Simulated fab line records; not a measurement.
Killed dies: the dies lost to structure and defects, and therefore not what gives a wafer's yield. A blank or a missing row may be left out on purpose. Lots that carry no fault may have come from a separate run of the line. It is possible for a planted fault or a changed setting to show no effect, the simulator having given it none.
fab line records | flow ritCmos
record lots=14 | wafers=42 | lastDay=7
route steps=202 shown NWELL@37 NLDD@112 PLDD@122 NSD@158 M1@202
lots with no fault: from the same line, run without faults
startH: the number of hours between the record's first day and the start of the first shown wafer of the lot | waitH: time in hours since the lot's previous step | " unchanged from the row above | L1.1+2: one row covering several wafers at once | - either no value or no given start | * or withheld: withheld | < > ~ a bound
route shown NAME@n: names a module that has steps shown in the file, with the first one's number in the route | usual: mean and standard deviation over wafers with no fault | same: alike in all rows | chamber/n: place in a boat | sites: each site's reading | _std_site: the values' standard deviation | _edge_site: inner sites' mean taken away from outer sites' mean | radiusMm: for every site, how far away it sits from the centre of the wafer | mask NAME#n: copy n | behind: the most recent tool/chamber to have shaped the wafer | hold: why the lot was held/for how many hours/how that ended | device: the n, p or np transistor that did not switch | end of line: the tests these same wafers got at the end of their route | a step without rows: its recipe alone | killed: dies lost to structure and defects at the first sort, not the wafer's yield | map: shows each die of a wafer: x if killed, . if not, _ if none is there
set.NAME: setting as actually run; set.NAME@STEP: the setting as run at that earlier step | model.NAME: the simulator's own value behind a step, which no gauge read
one table for each step of the route and one row for each wafer, over a sample of lots
services: from which hour (startH, from the record's first day; less than 0 if before it) a tool's chamber was out of use, for how many hours, and why
## steps
# step RIT_NWELL_STRIP_09
# recipe chemistry=O2 | timeS=180 | resist=NOVOLAK | platenTempC=withheld | powerW=500 | pressureMtorr=4000 | o2FlowSccm=4000
# usual drypumpMotorCurrentA=5.8/0.46
lot.wafer | tool           | chamber | startH | waitH | drypumpMotorCurrentA | rfHoursCounterH
L762.1    | plasmaAsher-04 | 0       | 25.88  | 0.2   | 6.5                  | 38
L762.4    | "              | 0       | "      | "     | 6.5                  | -
L762.5    | "              | 1       | "      | "     | 6.1                  | -
L763.1    | plasmaAsher-04 | 1       | 29.21  | 0.1   | 6.1                  | 38
L763.2    | "              | 0       | "      | "     | 6.5                  | 38
L763.5    | "              | 0       | "      | "     | 6.5                  | -
L764.2    | plasmaAsher-04 | 1       | 32.02  | 0.1   | 6.1                  | 39
L764.3    | "              | 0       | "      | "     | 6.5                  | -
L764.6    | "              | 0       | "      | "     | 6.5                  | -
L765.1    | plasmaAsher-03 | 0       | 38.52  | 0.1   | 5.7                  | 40
L765.5    | "              | 1       | "      | "     | 5.6                  | -
L765.6    | "              | 0       | "      | "     | 5.7                  | -
L766.2    | plasmaAsher-04 | 0       | 42.58  | 0.1   | 6.5                  | 40
L766.4    | "              | 0       | "      | "     | 6.5                  | -
L766.6    | "              | 1       | "      | "     | 6.1                  | -
L768.2    | plasmaAsher-03 | 0       | 52.29  | 0.1   | 5.6                  | 41
L768.3    | "              | 1       | "      | "     | 5.6                  | -
L768.6    | "              | 0       | "      | "     | 5.6                  | -
L770.1    | plasmaAsher-03 | 1       | 61.92  | 0.1   | 5.6                  | 42
L770.2    | "              | 0       | "      | "     | 5.7                  | 42
L770.3    | "              | 1       | "      | "     | 5.6                  | -
L771.1    | plasmaAsher-01 | 1       | 69.05  | 0.1   | 5.1                  | 27
L771.3    | "              | 1       | "      | "     | 5.2                  | -
L771.5    | "              | 1       | "      | "     | 5.1                  | -
L773.1    | plasmaAsher-01 | 0       | 80.91  | 0.1   | 5.6                  | 28
L773.2    | "              | 1       | "      | "     | 5.1                  | 28
L773.5    | "              | 1       | "      | "     | 5.1                  | -
L775.2    | plasmaAsher-01 | 0       | 88.71  | 0.1   | 5.7                  | 29
L775.4    | "              | 1       | "      | "     | 5.1                  | -
L775.6    | "              | 0       | "      | "     | 5.7                  | -
L779.2    | plasmaAsher-04 | 0       | 111.38 | 0.1   | 6.5                  | 47
L779.5    | "              | 0       | "      | "     | 6.5                  | -
L779.6    | "              | 1       | "      | "     | 6.1                  | -
L781.2    | plasmaAsher-03 | 0       | 117.87 | 0.1   | 5.7                  | 0
L781.3    | "              | 1       | "      | "     | 5.5                  | -
L781.4    | "              | 0       | "      | "     | 5.7                  | -
L782.1    | plasmaAsher-01 | 1       | 126.19 | 0.1   | 5.1                  | 33
L782.3    | "              | 1       | "      | "     | 5.1                  | -
L782.5    | "              | 0       | "      | "     | 5.7                  | -
L785.2    | plasmaAsher-04 | 1       | 137.36 | 0.1   | 6.1                  | 50
L785.4    | "              | 1       | "      | "     | 6.1                  | -
L785.6    | "              | 0       | "      | "     | 6.5                  | -
# step RIT_NLDD_STRIP_09
# recipe chemistry=O2 | timeS=180 | resist=NOVOLAK | platenTempC=withheld | powerW=500 | pressureMtorr=4000 | o2FlowSccm=4000
# usual drypumpMotorCurrentA=5.8/0.48
lot.wafer | tool           | chamber | startH | waitH | drypumpMotorCurrentA | rfHoursCounterH
L762.1    | plasmaAsher-01 | 1       | 48.41  | 0.1   | 5.1                  | 25
L762.4    | "              | 0       | "      | "     | 5.7                  | -
L762.5    | "              | 0       | "      | "     | 5.7                  | -
L763.1    | plasmaAsher-04 | 0       | 51.42  | 0.1   | 6.6                  | 41
L763.2    | "              | 1       | "      | "     | 6.1                  | 41
L763.5    | "              | 0       | "      | "     | 6.5                  | -
L764.2    | plasmaAsher-02 | 0       | 53.64  | 0.1   | 5.5                  | 40
L764.3    | "              | 1       | "      | "     | 5.5                  | -
L764.6    | "              | 1       | "      | "     | 5.5                  | -
L765.1    | plasmaAsher-04 | 0       | 62.24  | 0.1   | 6.5                  | 42
L765.5    | "              | 0       | "      | "     | 6.5                  | -
L765.6    | "              | 1       | "      | "     | 6.1                  | -
L766.2    | plasmaAsher-04 | 1       | 64.63  | 0.1   | 6.1                  | 42
L766.4    | "              | 0       | "      | "     | 6.5                  | -
L766.6    | "              | 1       | "      | "     | 6.1                  | -
L768.2    | plasmaAsher-04 | 1       | 74.54  | 0.1   | 6.1                  | 43
L768.3    | "              | 1       | "      | "     | 6.1                  | -
L768.6    | "              | 0       | "      | "     | 6.5                  | -
L770.1    | plasmaAsher-04 | 1       | 88.57  | 0.1   | 6.1                  | 44
L770.2    | "              | 0       | "      | "     | 6.6                  | 44
L770.3    | "              | 0       | "      | "     | 6.5                  | -
L771.1    | plasmaAsher-04 | 1       | 92.90  | 0.1   | 6.1                  | 45
L771.3    | "              | 0       | "      | "     | 6.5                  | -
L771.5    | "              | 0       | "      | "     | 6.5                  | -
L773.1    | plasmaAsher-02 | 1       | 104.30 | 0.1   | 5.5                  | 45
L773.2    | "              | 0       | "      | "     | 5.5                  | 45
L773.5    | "              | 1       | "      | "     | 5.5                  | -
L775.2    | plasmaAsher-01 | 0       | 113.40 | 0.1   | 5.7                  | 32
L775.4    | "              | 0       | "      | "     | 5.6                  | -
L775.6    | "              | 1       | "      | "     | 5.1                  | -
L779.2    | plasmaAsher-04 | 0       | 132.93 | 0.1   | 6.5                  | 49
L779.5    | "              | 0       | "      | "     | 6.5                  | -
L779.6    | "              | 1       | "      | "     | 6.1                  | -
L781.2    | plasmaAsher-01 | 0       | 141.94 | 0.1   | 5.6                  | 35
L781.3    | "              | 1       | "      | "     | 5.1                  | -
L781.4    | "              | 0       | "      | "     | 5.7                  | -
L782.1    | plasmaAsher-02 | 0       | 149.34 | 0.1   | 5.4                  | 50
L782.3    | "              | 0       | "      | "     | 5.5                  | -
L782.5    | "              | 0       | "      | "     | 5.5                  | -
L785.2    | plasmaAsher-01 | 1       | 162.81 | 0.1   | 5.1                  | 37
L785.4    | "              | 1       | "      | "     | 5.1                  | -
L785.6    | "              | 1       | "      | "     | 5.2                  | -
# step RIT_PLDD_IMPLANT_08
# recipe species=BF2 | energyKev=20 | doseCm2=9e+14 | tiltDeg=7
# usual beamOnS=9.98/0.19 | doseIonsCm2=8.999e+14/1e+12 | endStationPressureTorr=7.3e-06/3.7e-07 | faradayCurrentUA=2825/53
lot.wafer | tool         | chamber | startH | waitH | beamOnS | doseIonsCm2 | endStationPressureTorr | faradayCurrentUA
L762.1    | implanter-02 | 0       | 49.68  | 0.1   | 9.83    | 8.985e+14   | 7.4e-06                | 2866
L762.4    | "            | 0       | "      | "     | 9.54    | 9.004e+14   | 7.7e-06                | 2946
L762.5    | "            | 0       | "      | "     | 9.94    | 8.991e+14   | 6.5e-06                | 2842
L763.1    | implanter-02 | 0       | 52.69  | 0.1   | 9.73    | 9.007e+14   | 6.6e-06                | 2892
L763.2    | "            | 0       | "      | "     | 9.90    | 9.004e+14   | 7.8e-06                | 2849
L763.5    | "            | 0       | "      | "     | 9.99    | 8.991e+14   | 7e-06                  | 2824
L764.2    | implanter-02 | 0       | 55.06  | 0.1   | 10.25   | 9.011e+14   | 7.5e-06                | 2761
L764.3    | "            | 0       | "      | "     | 9.76    | 9.017e+14   | 7.5e-06                | 2907
L764.6    | "            | 0       | "      | "     | 9.70    | 8.995e+14   | 7.7e-06                | 2903
L765.1    | implanter-02 | 0       | 63.53  | 0.1   | 10.02   | 8.993e+14   | 7.5e-06                | 2813
L765.5    | "            | 0       | "      | "     | 9.97    | 8.992e+14   | 7.7e-06                | 2838
L765.6    | "            | 0       | "      | "     | 9.83    | 8.997e+14   | 7.5e-06                | 2860
L766.2    | implanter-02 | 0       | 66.05  | 0.1   | 9.84    | 9.009e+14   | 8.1e-06                | 2859
L766.4    | "            | 0       | "      | "     | 9.79    | 9.004e+14   | 7.1e-06                | 2872
L766.6    | "            | 0       | "      | "     | 10.08   | 9.004e+14   | 7.3e-06                | 2808
L768.2    | implanter-03 | 0       | 75.96  | 0.1   | 9.84    | 9.011e+14   | 6.3e-06                | 2870
L768.3    | "            | 0       | "      | "     | 10.10   | 9.017e+14   | 7.1e-06                | 2790
L768.6    | "            | 0       | "      | "     | 9.82    | 9.014e+14   | 6.8e-06                | 2876
L770.1    | implanter-02 | 0       | 89.84  | 0.1   | 10.26   | 8.994e+14   | 7.8e-06                | 2751
L770.2    | "            | 0       | "      | "     | 10.05   | 8.996e+14   | 7.3e-06                | 2800
L770.3    | "            | 0       | "      | "     | 9.37    | 8.993e+14   | 7.4e-06                | 3004
L771.1    | implanter-02 | 0       | 94.17  | 0.1   | 10.33   | 8.992e+14   | 7.5e-06                | 2720
L771.3    | "            | 0       | "      | "     | 9.94    | 8.994e+14   | 7.1e-06                | 2838
L771.5    | "            | 0       | "      | "     | 9.99    | 9.002e+14   | 6.8e-06                | 2827
L773.1    | implanter-02 | 0       | 105.57 | 0.1   | 9.84    | 8.994e+14   | 7e-06                  | 2867
L773.2    | "            | 0       | "      | "     | 9.57    | 8.995e+14   | 8e-06                  | 2939
L773.5    | "            | 0       | "      | "     | 9.94    | 8.987e+14   | 6.9e-06                | 2834
L775.2    | implanter-02 | 0       | 114.70 | 0.1   | 9.98    | 8.977e+14   | 6.5e-06                | 2820
L775.4    | "            | 0       | "      | "     | 10.20   | 8.999e+14   | 7.2e-06                | 2778
L775.6    | "            | 0       | "      | "     | 9.98    | 8.986e+14   | 7.1e-06                | 2820
L779.2    | implanter-02 | 0       | 134.43 | 0.1   | 9.97    | 1.802e+14   | 5.4e-06                | 566
L779.5    | "            | 0       | "      | "     | 9.99    | 1.802e+14   | 5.8e-06                | 570
L779.6    | "            | 0       | "      | "     | 10.39   | 1.82e+14    | 5.3e-06                | 544
L781.2    | implanter-02 | 0       | 143.35 | 0.1   | 10.08   | 1.814e+14   | 5.7e-06                | 559
L781.3    | "            | 0       | "      | "     | 9.91    | 1.796e+14   | 6.1e-06                | 574
L781.4    | "            | 0       | "      | "     | 10.23   | 1.806e+14   | 5.4e-06                | 550
L782.1    | implanter-03 | 0       | 150.61 | 0.1   | 9.81    | 8.998e+14   | 7.5e-06                | 2871
L782.3    | "            | 0       | "      | "     | 10.25   | 9.001e+14   | 7.4e-06                | 2762
L782.5    | "            | 0       | "      | "     | 9.85    | 9e+14       | 7e-06                  | 2855
L785.2    | implanter-03 | 0       | 164.31 | 0.1   | 9.96    | 9.004e+14   | 7.6e-06                | 2835
L785.4    | "            | 0       | "      | "     | 9.91    | 9.004e+14   | 6.7e-06                | 2842
L785.6    | "            | 0       | "      | "     | 10.32   | 8.999e+14   | 7.3e-06                | 2728
# step RIT_PLDD_TW_MEAS_10
# usual PLDD_TW=2342/11
lot.wafer | tool         | chamber | startH | waitH | PLDD_TW
L762.1    | filmMetro-04 | -       | 50.00  | 0.1   | 2361
L762.4    | "            | -       | "      | "     | 2356
L762.5    | "            | -       | "      | "     | 2347
L763.1    | filmMetro-02 | -       | 53.02  | 0.1   | 2344
L763.2    | "            | -       | "      | "     | 2344
L763.5    | "            | -       | "      | "     | 2348
L764.2    | filmMetro-02 | -       | 55.37  | 0.1   | 2351
L764.3    | "            | -       | "      | "     | 2341
L764.6    | "            | -       | "      | "     | 2355
L765.1    | filmMetro-02 | -       | 63.85  | 0.1   | 2338
L765.5    | "            | -       | "      | "     | 2343
L765.6    | "            | -       | "      | "     | 2330
L766.2    | filmMetro-03 | -       | 66.36  | 0.1   | 2340
L766.4    | "            | -       | "      | "     | 2342
L766.6    | "            | -       | "      | "     | 2326
L768.2    | filmMetro-02 | -       | 76.27  | 0.1   | 2328
L768.3    | "            | -       | "      | "     | 2328
L768.6    | "            | -       | "      | "     | 2323
L770.1    | filmMetro-03 | -       | 90.17  | 0.1   | 2353
L770.2    | "            | -       | "      | "     | 2348
L770.3    | "            | -       | "      | "     | 2359
L771.1    | filmMetro-03 | -       | 94.50  | 0.1   | 2349
L771.3    | "            | -       | "      | "     | 2347
L771.5    | "            | -       | "      | "     | 2347
L773.1    | filmMetro-04 | -       | 105.89 | 0.1   | 2360
L773.2    | "            | -       | "      | "     | 2361
L773.5    | "            | -       | "      | "     | 2353
L775.2    | filmMetro-03 | -       | 115.01 | 0.1   | 2348
L775.4    | "            | -       | "      | "     | 2340
L775.6    | "            | -       | "      | "     | 2339
L779.2    | filmMetro-02 | -       | 134.74 | 0.1   | 1484
L779.5    | "            | -       | "      | "     | 1485
L779.6    | "            | -       | "      | "     | 1483
L781.2    | filmMetro-02 | -       | 143.66 | 0.1   | 1478
L781.3    | "            | -       | "      | "     | 1463
L781.4    | "            | -       | "      | "     | 1472
L782.1    | filmMetro-02 | -       | 150.94 | 0.1   | 2345
L782.3    | "            | -       | "      | "     | 2329
L782.5    | "            | -       | "      | "     | 2329
L785.2    | filmMetro-04 | -       | 164.62 | 0.1   | 2346
L785.4    | "            | -       | "      | "     | 2338
L785.6    | "            | -       | "      | "     | 2337
# step RIT_SDANNEAL_RS_MEAS_05
# recipe thkMeasGauge=four-point-probe
# usual NSD_RS=84.58/0.27
lot.wafer | tool         | chamber | startH | waitH | NSD_RS[ohm/sq]
L762.1    | filmMetro-03 | -       | 56.28  | 0.1   | 84.17
L762.4    | "            | -       | "      | "     | 84.09
L762.5    | "            | -       | "      | "     | 84.10
L763.1    | filmMetro-03 | -       | 59.13  | 0.1   | 84.38
L763.2    | "            | -       | "      | "     | 84.70
L763.5    | "            | -       | "      | "     | 84.30
L764.2    | filmMetro-03 | -       | 62.30  | 0.1   | 84.89
L764.3    | "            | -       | "      | "     | 85.05
L764.6    | "            | -       | "      | "     | 85.19
L765.1    | filmMetro-02 | -       | 70.00  | 0.1   | 84.73
L765.5    | "            | -       | "      | "     | 84.43
L765.6    | "            | -       | "      | "     | 84.93
L766.2    | filmMetro-02 | -       | 72.44  | 0.1   | 85.09
L766.4    | "            | -       | "      | "     | 84.75
L766.6    | "            | -       | "      | "     | 85.04
L768.2    | filmMetro-03 | -       | 82.38  | 0.1   | 84.60
L768.3    | "            | -       | "      | "     | 84.82
L768.6    | "            | -       | "      | "     | 84.71
L770.1    | filmMetro-02 | -       | 97.25  | 0.1   | 84.72
L770.2    | "            | -       | "      | "     | 84.65
L770.3    | "            | -       | "      | "     | 84.54
L771.1    | filmMetro-02 | -       | 101.56 | 0.1   | 84.67
L771.3    | "            | -       | "      | "     | 84.44
L771.5    | "            | -       | "      | "     | 84.57
L773.1    | filmMetro-02 | -       | 113.00 | 0.1   | 84.79
L773.2    | "            | -       | "      | "     | 84.78
L773.5    | "            | -       | "      | "     | 84.18
L775.2    | filmMetro-03 | -       | 122.73 | 0.1   | 84.37
L775.4    | "            | -       | "      | "     | 84.48
L775.6    | "            | -       | "      | "     | 84.70
L779.2    | filmMetro-02 | -       | 141.02 | 0.1   | 84.72
L779.5    | "            | -       | "      | "     | 84.67
L779.6    | "            | -       | "      | "     | 84.55
L781.2    | filmMetro-03 | -       | 150.84 | 0.1   | 84.17
L781.3    | "            | -       | "      | "     | 83.89
L781.4    | "            | -       | "      | "     | 84.23
L782.1    | filmMetro-02 | -       | 157.09 | 0.1   | 84.52
L782.3    | "            | -       | "      | "     | 84.72
L782.5    | "            | -       | "      | "     | 84.46
L785.2    | filmMetro-02 | -       | 171.94 | 0.1   | 84.79
L785.4    | "            | -       | "      | "     | 84.42
L785.6    | "            | -       | "      | "     | 85.07
# step RIT_SDANNEAL_RS_MEAS_06
# recipe thkMeasGauge=four-point-probe
# usual PLDD_RS=178.7/0.56
lot.wafer | tool         | chamber | startH | waitH | PLDD_RS[ohm/sq]
L762.1    | filmMetro-03 | -       | 56.40  | 0.1   | 176.9
L762.4    | "            | -       | "      | "     | 177.6
L762.5    | "            | -       | "      | "     | 177.7
L763.1    | filmMetro-03 | -       | 59.25  | 0.1   | 178.3
L763.2    | "            | -       | "      | "     | 178.4
L763.5    | "            | -       | "      | "     | 178.3
L764.2    | filmMetro-03 | -       | 62.42  | 0.1   | 177.7
L764.3    | "            | -       | "      | "     | 178.9
L764.6    | "            | -       | "      | "     | 178.6
L765.1    | filmMetro-02 | -       | 70.12  | 0.1   | 179.0
L765.5    | "            | -       | "      | "     | 179.5
L765.6    | "            | -       | "      | "     | 178.9
L766.2    | filmMetro-02 | -       | 72.56  | 0.1   | 178.7
L766.4    | "            | -       | "      | "     | 179.1
L766.6    | "            | -       | "      | "     | 178.9
L768.2    | filmMetro-03 | -       | 82.50  | 0.1   | 178.4
L768.3    | "            | -       | "      | "     | 178.6
L768.6    | "            | -       | "      | "     | 178.6
L770.1    | filmMetro-02 | -       | 97.37  | 0.1   | 178.0
L770.2    | "            | -       | "      | "     | 178.4
L770.3    | "            | -       | "      | "     | 178.5
L771.1    | filmMetro-02 | -       | 101.68 | 0.1   | 179.5
L771.3    | "            | -       | "      | "     | 178.9
L771.5    | "            | -       | "      | "     | 179.1
L773.1    | filmMetro-02 | -       | 113.12 | 0.1   | 178.8
L773.2    | "            | -       | "      | "     | 179.7
L773.5    | "            | -       | "      | "     | 179.1
L775.2    | filmMetro-03 | -       | 122.85 | 0.1   | 179.0
L775.4    | "            | -       | "      | "     | 178.5
L775.6    | "            | -       | "      | "     | 178.7
L779.2    | filmMetro-02 | -       | 141.14 | 0.1   | 593.1
L779.5    | "            | -       | "      | "     | 591.7
L779.6    | "            | -       | "      | "     | 593.9
L781.2    | filmMetro-03 | -       | 150.96 | 0.1   | 599.5
L781.3    | "            | -       | "      | "     | 611.2
L781.4    | "            | -       | "      | "     | 604.7
L782.1    | filmMetro-02 | -       | 157.21 | 0.1   | 178.3
L782.3    | "            | -       | "      | "     | 178.9
L782.5    | "            | -       | "      | "     | 178.9
L785.2    | filmMetro-02 | -       | 172.06 | 0.1   | 179.2
L785.4    | "            | -       | "      | "     | 179.7
L785.6    | "            | -       | "      | "     | 179.6
# step RIT_M1_PROBE_99
# usual killedAtContacts=0.1/0.23 | killedAtFrontEnd=6.7/2.7 | killedDies=6.7/2.7 | killedOpen=3.2/1.8 | killedShort=3.5/1.9
# same grossDies=264 | killed_at_M0_to_M3=0 | killed_at_M4_up=0 | killedAtBackSide=0 | killedAtOther=0
lot.wafer | tool      | chamber | startH | waitH | killedAtContacts | killedAtFrontEnd | killedDies | killedOpen | killedShort
L768.2    | prober-01 | -       | 89.52  | 0.1   | 0                | 6                | 6          | 3          | 3
L768.3    | prober-01 | -       | 89.57  | 0.2   | 0                | 7                | 7          | 5          | 2
L768.6    | prober-01 | -       | 89.72  | 0.2   | 0                | 11               | 11         | 4          | 7
L770.1    | prober-01 | -       | 104.67 | 0.1   | 0                | 7                | 7          | 3          | 4
L770.2    | prober-01 | -       | 104.72 | 0.1   | 0                | 7                | 7          | 1          | 6
L770.3    | prober-01 | -       | 104.77 | 0.2   | 0                | 5                | 5          | 4          | 1
L771.1    | prober-01 | -       | 109.12 | 0.1   | 0                | 8                | 8          | 4          | 4
L771.3    | prober-01 | -       | 109.22 | 0.2   | 0                | 2                | 2          | 1          | 1
L771.5    | prober-01 | -       | 109.32 | 0.2   | 1                | 5                | 6          | 2          | 4
L773.1    | prober-01 | -       | 120.26 | 0.1   | 0                | 5                | 5          | 2          | 2
L773.2    | prober-01 | -       | 120.31 | 0.1   | 0                | 6                | 6          | 2          | 3
L773.5    | prober-01 | -       | 120.46 | 0.2   | 0                | 12               | 12         | 3          | 9
L779.2    | prober-01 | -       | 148.38 | 0.1   | 0                | 5                | 5          | 4          | 1
L779.5    | prober-01 | -       | 148.53 | 0.2   | 0                | 5                | 5          | 3          | 2
L779.6    | prober-01 | -       | 148.58 | 0.2   | 0                | 12               | 12         | 6          | 6
L781.2    | prober-01 | -       | 158.15 | 0.1   | 0                | 6                | 6          | 1          | 5
L781.3    | prober-01 | -       | 158.20 | 0.2   | 1                | 3                | 4          | 1          | 3
L781.4    | prober-01 | -       | 158.25 | 0.2   | 0                | 6                | 6          | 3          | 3
L782.1    | prober-02 | -       | 166.14 | 0.1   | 0                | 5                | 5          | 1          | 4
L782.3    | prober-02 | -       | 166.24 | 0.2   | 0                | 3                | 3          | 0          | 3
L782.5    | prober-02 | -       | 166.34 | 0.2   | 0                | 7                | 7          | 5          | 2
# killed by level:class
L768.2 GATE:geometricParticle:open=2 REOX:geometricParticle:short=2 FOX1:geometricParticle:short=1 SPACER:geometricParticle:open=1
L768.3 FOX1:geometricParticle:open=2 GATE:geometricParticle:open=2 GATE:geometricParticle:short=2 SILICIDE:geometricParticle:open=1
L768.6 FOX2:geometricParticle:short=3 GATE:geometricParticle:short=2 SILICIDE:geometricParticle:open=2 FOX1:geometricParticle:short=1 FOX2:geometricParticle:open=1 GATE:geometricParticle:open=1 REOX:geometricParticle:short=1
L770.1 FOX1:geometricParticle:short=1 GATE:geometricParticle:short=1 GATE:geometricParticle:open=1 REOX:geometricParticle:open=1 SPACER:geometricParticle:short=1 SILICIDE:geometricParticle:short=1 SILICIDE:geometricParticle:open=1
L770.2 FOX1:geometricParticle:short=2 SILICIDE:geometricParticle:short=2 GATE:geometricParticle:short=1 REOX:geometricParticle:short=1 SILICIDE:geometricParticle:open=1
L770.3 SPACER:geometricParticle:open=2 FOX1:geometricParticle:open=1 GATE:geometricParticle:short=1 SILICIDE:geometricParticle:open=1
L771.1 GATE:geometricParticle:short=3 GATE:geometricParticle:open=3 FOX1:geometricParticle:open=1 FOX2:geometricParticle:short=1
L771.3 GATE:geometricParticle:short=1 GATE:geometricParticle:open=1
L771.5 FOX1:geometricParticle:short=1 FOX1:geometricParticle:open=1 FOX2:geometricParticle:short=1 GATE:geometricParticle:short=1 REOX:geometricParticle:short=1 CONTACT:geometricParticle:open=1
L773.1 FOX1:geometricParticle:short=1 GATE:geometricParticle:open=1 GATE:geometricParticle:short=1 SPACER:geometricParticle:open=1 NSD:coatMicrobubblePrinted=1
L773.2 GATE:geometricParticle:short=3 GATE:geometricParticle:open=1 SILICIDE:geometricParticle:open=1 NSD:coatMicrobubblePrinted=1
L773.5 REOX:geometricParticle:short=3 SILICIDE:geometricParticle:short=3 FOX1:geometricParticle:short=1 FOX2:geometricParticle:short=1 FOX2:geometricParticle:open=1 GATE:geometricParticle:open=1 REOX:geometricParticle:open=1 SPACER:geometricParticle:short=1
L779.2 SPACER:geometricParticle:open=3 FOX2:geometricParticle:open=1 FOX2:geometricParticle:short=1
L779.5 SPACER:geometricParticle:open=2 FOX2:geometricParticle:short=1 FOX2:geometricParticle:open=1 GATE:geometricParticle:short=1
L779.6 GATE:geometricParticle:open=3 SPACER:geometricParticle:short=3 SPACER:geometricParticle:open=3 GATE:geometricParticle:short=2 REOX:geometricParticle:short=1
L781.2 GATE:geometricParticle:short=2 REOX:geometricParticle:short=2 FOX1:geometricParticle:short=1 GATE:geometricParticle:open=1
L781.3 SPACER:geometricParticle:short=2 SPACER:geometricParticle:open=1 CONTACT:geometricParticle:short=1
L781.4 GATE:geometricParticle:open=2 FOX1:geometricParticle:short=1 REOX:geometricParticle:open=1 REOX:geometricParticle:short=1 SILICIDE:geometricParticle:short=1
L782.1 FOX1:geometricParticle:short=1 GATE:geometricParticle:short=1 GATE:geometricParticle:open=1 REOX:geometricParticle:short=1 SPACER:geometricParticle:short=1
L782.3 GATE:geometricParticle:short=1 SPACER:geometricParticle:short=1 SILICIDE:geometricParticle:short=1
L782.5 GATE:geometricParticle:open=4 FOX1:geometricParticle:open=1 GATE:geometricParticle:short=1 SPACER:geometricParticle:short=1
## services
tool           | chamber | startH | hours | kind
implanter-03   | -       | 40.44  | 1.4   | repair
implanter-03   | -       | 61.99  | 1.6   | repair
implanter-03   | -       | 65.18  | 4.2   | pm
plasmaAsher-03 | -       | 108.84 | 9.0   | pm
plasmaAsher-03 | 0       | 108.84 | 9.0   | ventCycle
plasmaAsher-03 | 1       | 108.84 | 9.0   | ventCycle
plasmaAsher-03 | 0       | 117.84 | -     | clean
plasmaAsher-03 | 1       | 117.84 | -     | clean
## key
firstSign step=RIT_PLDD_IMPLANT_08 | reading=doseIonsCm2 | direction=down | sigmas=99+ | usual=8.999e+14 | struck=1.807e+14
effect step=RIT_PLDD_IMPLANT_08 | reading=faradayCurrentUA | direction=down | sigmas=43 | usual=2825 | struck=561
effect step=RIT_PLDD_TW_MEAS_10 | reading=PLDD_TW | direction=down | sigmas=80 | usual=2342 | struck=1478
effect step=RIT_SDANNEAL_RS_MEAS_06 | reading=PLDD_RS | direction=up | sigmas=99+ | usual=178.7 | struck=599.0
metAt RIT_PLDD_IMPLANT_08
struckLots L779,L781
testerLeftOut L779,L781
notActingAt RIT_NWELL_STRIP_09,RIT_NLDD_STRIP_09,RIT_SDANNEAL_RS_MEAS_05
onsetBetween 114.70 134.43
fault kind=processParameterDrift | tool=implanter-02 | chamber=- | onsetH=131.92 | steps=RIT_PLDD_IMPLANT_08 | channel=doseCm2 | offset=-7.2e+14 | shape=step | endH=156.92 | actsIn=theseRecipesOnly | stated=9e+14
# testerLeftOut: of these lots the tester's yield and bins aren't shown, on N5 and GAA mostly nor the transistor test; their killed dies are dies lost to structure and defects alone, not to doping, threshold or leakage, so they don't give the yield
